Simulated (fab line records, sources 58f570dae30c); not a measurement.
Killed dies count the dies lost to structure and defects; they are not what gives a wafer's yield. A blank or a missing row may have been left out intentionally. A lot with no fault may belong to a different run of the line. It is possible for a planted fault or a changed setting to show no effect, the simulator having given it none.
A single fault, viewed from 2 desks :: flow berkeley-cmos170 :: each desk holds nothing but its own numbers, with what lay behind them at the end

== METROLOGY DESK ==
Lot by lot, what the gauges showed, no matter which tool ran the lot: averages of those sampled wafers that carry a number. A lot is out of limits, marked OUT, if its mean lies more than 4 standard deviations from the usual mean; the brackets give that distance.
Columns: A = PFIELD_TW at UCB170_PFIELD_TW_MEAS_09, usual 609; B = PLDD_OVL at UCB170_PLDD_OVL_MEAS_07, usual -2 nm
lot: L468
first seen here: day 4 06:58
A: 604
B: -2

lot: L469
first seen here: day 4 21:28
A: 604
B: -0

lot: L470
first seen here: day 4 21:54
A: 607
B: -1

lot: L472
first seen here: day 5 01:55
A: 610
B: 1

lot: L473
first seen here: day 5 08:17
A: 607
B: -5

lot: L476
first seen here: day 5 19:26
A: 614
B: -1

lot: L478
first seen here: day 6 06:24
A: 606
B: -2

lot: L479
first seen here: day 6 17:07
A: 606
B: 4

lot: L480
first seen here: day 6 17:25
A: 617
B: -4

lot: L481
first seen here: day 6 20:10
A: 608
B: -4

lot: L486
first seen here: day 7 21:13
A: 603
B: 4

lot: L489
first seen here: day 8 21:53
A: 606
B: 4

lot: L491
first seen here: day 9 15:58
A: 612
B: -8

lot: L490
first seen here: day 9 16:14
A: 614
B: 0
Finding of this desk: none of the 14 lots has anything out of limits.

== DESK OF THE TOOL OWNER: litho-track-03 ==
Per lot that ran on this tool, the mean of the sampled wafers carrying a number, from the tool's own readings at UCB170_NLDD_SOFTBAKE_02 (time 60 s). A lot is out of limits, marked OUT, if its mean lies more than 4 standard deviations from the usual mean; the brackets give that distance.
Columns: A = plate-temp-C at UCB170_NLDD_SOFTBAKE_02, usual 129.98 C; B = resist-line-temp-C at UCB170_NLDD_SOFTBAKE_02, usual 23.02 C; C = run-length-s at UCB170_NLDD_SOFTBAKE_02, usual 89.12 s
lot: L469
first seen here: day 6 19:10
A: 129.98
B: 23.06
C: 89.06

lot: L473
first seen here: day 7 07:46
A: 129.86
B: 23.05
C: 89.10

lot: L478
first seen here: day 8 04:21
A: 130.03
B: 22.88
C: 89.14

lot: L481
first seen here: day 9 03:17
A: 130.00
B: 22.99
C: 103.73 (+99 or more) OUT

lot: L480
first seen here: day 9 03:49
A: 129.84
B: 22.97
C: 103.67 (+99 or more) OUT
Finding of this desk: L480, L481 out of limits; the first was L481 at day 9 03:17, on run-length-s at UCB170_NLDD_SOFTBAKE_02. L469, L473, L478: within limits.

== ALL TOGETHER ==
The tool owner's desk could have raised an alarm at day 9 03:17, on L480, L481.
Nothing out of limits was seen by the metrology desk.
The metrology desk has L480, L481 on record, within its limits.
On litho-track-03, each named lot ran UCB170_NLDD_SOFTBAKE_02.

== WHAT WAS PUT IN BY THE SIMULATOR ==
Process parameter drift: litho-track-03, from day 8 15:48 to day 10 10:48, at UCB170_NLDD_SOFTBAKE_02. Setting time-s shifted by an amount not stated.
Struck lots among those shown: L480, L481.
How many hours passed from the start of the fault until each desk's first out-of-limits reading: the tool owner's desk, 11.
